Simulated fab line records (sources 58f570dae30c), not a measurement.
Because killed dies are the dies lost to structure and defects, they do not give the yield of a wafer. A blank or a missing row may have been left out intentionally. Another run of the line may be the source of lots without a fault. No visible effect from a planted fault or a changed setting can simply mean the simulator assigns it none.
Check for tools in common	flow berkeleyCmos170	14 lots, 42 wafers sampled

## REASON IT WAS OPENED
Of 14 lots, 2 have the reading NWELL_OXIDE_THK flagged at UCB170_NWELL_THK_MEAS_02. Wafers without a fault read 26.7 nm, standard deviation 0.47.
Rule: a lot gets a flag if all its wafers with a number sit over 4 standard deviations from that mean, or if no wafer of it has a number. The other lots count as sound.

lot	measured	on	NWELL_OXIDE_THK (nm), wafer by wafer	flag
L693	day 2 01:53	filmMetro-02	27.4 27.0 27.3	
L696	day 2 11:13	filmMetro-02	26.8 26.8 27.1	
L694	day 2 11:13	filmMetro-03	26.4 26.7 26.3	
L697	day 3 01:00	filmMetro-02	26.9 26.6 26.4	
L699	day 3 10:01	filmMetro-01	26.8 27.0 26.8	
L701	day 3 17:47	filmMetro-02	26.1 26.5 26.1	
L703	day 4 05:45	filmMetro-02	40.1 40.2 39.1	FLAGGED
L704	day 4 13:15	filmMetro-03	26.4 26.1 26.0	
L708	day 5 00:26	filmMetro-01	26.2 26.0 26.3	
L707	day 5 03:04	filmMetro-02	39.4 39.2 39.1	FLAGGED
L712	day 6 00:10	filmMetro-01	26.6 26.9 27.1	
L713	day 6 06:52	filmMetro-02	26.8 27.0 27.6	
L714	day 6 09:28	filmMetro-03	26.2 26.6 26.7	
L715	day 6 09:28	filmMetro-02	27.0 26.9 26.8	
The numbers of the flagged lots are 39.5 nm on average: +12.8 nm against the usual, or +27 standard deviations.

## WHICH TOOL EACH LOT WENT THROUGH
The record holds 1 process step before the reading, out of a route of 331 steps. Read each cell as the tool, then ch plus the chambers that the sampled wafers visited, then the start.
lot	flag	UCB170_NWELL_OXIDATION_01
L693		furnace-02 ch 0, day 2 00:32
L696		furnace-01 ch 0, day 2 09:52
L694		furnace-01 ch 0, day 2 09:52
L697		furnace-01 ch 0, day 2 23:39
L699		furnace-01 ch 0, day 3 08:40
L701		furnace-02 ch 0, day 3 16:26
L703	FLAGGED	furnace-01 ch 0, day 4 01:42
L704		furnace-02 ch 0, day 4 11:53
L708		furnace-02 ch 0, day 4 23:05
L707	FLAGGED	furnace-02 ch 0, day 4 23:05
L712		furnace-04 ch 0, day 5 22:49
L713		furnace-04 ch 0, day 6 05:31
L714		furnace-04 ch 0, day 6 08:07
L715		furnace-04 ch 0, day 6 08:07
What these steps do:
- UCB170_NWELL_OXIDATION_01: target thk 26.4 nm, ox time 1260 s.
- UCB170_NWELL_THK_MEAS_02

## FLAGGED AGAINST TOTAL, ONE TOOL AT A TIME (gauges that did the reading follow at the end)
step	tool	lots run	flagged	share of the flagged lots	sound lots run after its first flagged lot
UCB170_NWELL_OXIDATION_01	furnace-01	5	1	some	0
UCB170_NWELL_OXIDATION_01	furnace-02	5	1	some	0
UCB170_NWELL_OXIDATION_01	furnace-04	4	0	none	-
UCB170_NWELL_THK_MEAS_02	filmMetro-01	3	0	none	-
UCB170_NWELL_THK_MEAS_02	filmMetro-02	8	2	all	2 (L713,L715)
UCB170_NWELL_THK_MEAS_02	filmMetro-03	3	0	none	-

## THE TABLE: WHAT IT ALLOWS
In the table, 1 row covers all flagged lots: filmMetro-02 at UCB170_NWELL_THK_MEAS_02.
- filmMetro-02 at UCB170_NWELL_THK_MEAS_02 ran 8 lots, 2 of them flagged. Sound lots ran on it after the first flagged one (L713, L715), which a lasting fault on the whole tool wouldn't allow.
None of the table's rows ran every flagged lot and, after the first, no sound lot.

## WHAT THE SIMULATOR HAD INSERTED
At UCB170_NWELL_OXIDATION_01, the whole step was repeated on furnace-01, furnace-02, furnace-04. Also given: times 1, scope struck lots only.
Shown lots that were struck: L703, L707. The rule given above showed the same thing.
